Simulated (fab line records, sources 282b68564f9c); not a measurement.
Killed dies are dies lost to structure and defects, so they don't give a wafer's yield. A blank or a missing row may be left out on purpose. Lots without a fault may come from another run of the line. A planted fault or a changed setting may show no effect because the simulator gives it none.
Which tool did it? | flow rit_cmos | 7 lots, 21 wafers sampled, at 1 step of a route of 202

WHAT THE GAUGES READ, wafer by wafer
RIT_SDANNEAL_RS_MEAS_06: measures by four-point-probe.
lot  | measured    | on            | PLDD_RS (ohm/sq)
L153 | day 3 12:09 | film_metro-04 | 177.6 178.0 177.9
L155 | day 4 02:14 | film_metro-04 | 178.8 178.6 178.9
L159 | day 4 19:14 | film_metro-04 | 179.6 179.2 179.0
L161 | day 5 03:20 | film_metro-04 | 179.1 178.9 179.2
L164 | day 5 20:55 | film_metro-04 | 178.9 179.4 178.4
L168 | day 6 18:07 | film_metro-02 | 178.1 177.9 178.2
L173 | day 7 18:43 | film_metro-01 | 177.1 177.4 177.8

WHICH TOOL RAN EACH LOT (tool, then ch and the chambers of the sampled wafers, then the start)
The record holds no process step before these readings.

THE ANSWER, worked out from the rows above alone
Rule: what is usual is taken from the lots themselves. Put in order of their means at a reading, lots are off if they are a third of the lots or fewer, leave a main group of 4 or more, and stand apart from it by a gap of 3 or more times the standard deviation of the main group's means; of several such gaps the widest counts. A main group whose means are all the same, to the digits that the tables above print for the reading, isn't used. A lot without any number at a reading at which 4 lots or more have one is off too. The other lots that the step has rows for count as sound.
No lot is off at any reading shown: from this, nothing can be told.

WHAT THE SIMULATOR HAD PUT IN
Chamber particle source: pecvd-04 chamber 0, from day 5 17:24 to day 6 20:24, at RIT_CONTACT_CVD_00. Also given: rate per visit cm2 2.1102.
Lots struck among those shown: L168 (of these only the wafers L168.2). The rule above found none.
